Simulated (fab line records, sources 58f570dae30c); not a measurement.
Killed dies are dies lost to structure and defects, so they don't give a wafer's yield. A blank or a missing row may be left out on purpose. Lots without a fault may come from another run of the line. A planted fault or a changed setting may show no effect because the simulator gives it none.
Problem report in the 8D (eight disciplines) form, filled by code | flow berkeley_cmos170 | the parts of the form that need people (team, actions taken, sign-off) are left out

1. THE PROBLEM
bias_w at UCB170_M1_METAL_ETCH_12 reads a mean of 98.9 W on 3 wafers of 2 lots; wafers without a fault read 120.0 W with a standard deviation of 0.35. That is -60 standard deviations from the usual mean.
The step: etches Al in Cl2/BCl3, stops on PSG, target depth 780 nm, time 130 s.
First seen on wafer L220.2, day 10 18:43, on rie_metal-01. The record holds 18 wafers of 6 lots with a number at this step. Rule for "out", or "out of limits": more than 4 standard deviations from the usual mean. The other wafers with a number count as sound.

2. WHAT IT IS AND WHAT IT IS NOT
question                    | is                     | is not
which readings at this step | bias_w                 | drypump_motor_current_A, he_backside_leak_sccm, oes_product_au, rf_fwd_power_W, throttle_valve_pct
which lots                  | L220, L224             | L217, L218, L231, L233
which wafers of those lots  | L220.2, L220.5, L224.6 | L220.3, L224.3, L224.5
read on which tools         | rie_metal-01           | rie_metal-03, rie_metal-04
when                        | from day 10 18:43      | up to then (7 sound wafers); but 8 sound wafers of L224, L231, L233 came after

3. SUSPECTS, AND WHAT RULES EACH OUT
Counting: a tool at a process step up to the reading stays a suspect if it ran every lot that is out. Sound lots after the first of them don't rule it out here, since some wafers of a struck lot are sound.
- rie_metal-01 at UCB170_M1_METAL_ETCH_12 (etches Al in Cl2/BCl3, stops on PSG, target depth 780 nm, time 130 s): kept. It ran every lot that is out, first L220 (day 10 18:43); its last sound lot up to then is L218 (day 9 22:15). Its own readings are out on those wafers: bias_w.
- Within rie_metal-01 at UCB170_M1_METAL_ETCH_12: the wafers that are out ran in chamber 0; their sound lot-mates ran in chamber 1.
Left after counting: rie_metal-01 at UCB170_M1_METAL_ETCH_12.

4. THE CAUSE (what the simulator had put in)
Process parameter drift: rie_metal-01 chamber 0, from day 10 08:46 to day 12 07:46, at UCB170_M1_METAL_ETCH_12. Setting bias_w, moved by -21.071, from 120. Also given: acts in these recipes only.
Counting left only this tool.

5. THE CHAIN OF EFFECTS, in route order
Each row: a reading whose mean over the struck wafers that have a number lies more than 3 standard deviations from the usual. Only readings for which the record gives a usual standard deviation are gone through. hours: the time from each lot's start at the first step in this table that gives one to its start at this step, as a median over the lots. sigmas: the change in usual standard deviations.
hours | step                    | reading | usual   | on struck wafers | change | sigmas
0     | UCB170_M1_METAL_ETCH_12 | bias_w  | 120.0 W | 98.9             | -21.1  | -60
The process steps in it:
- UCB170_M1_METAL_ETCH_12: etches Al in Cl2/BCl3, stops on PSG, target depth 780 nm, time 130 s.

6. WHAT WOULD HAVE CAUGHT IT SOONER
In this record the first reading out of limits was taken at day 10 18:43, 10 hours after the fault began at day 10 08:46.
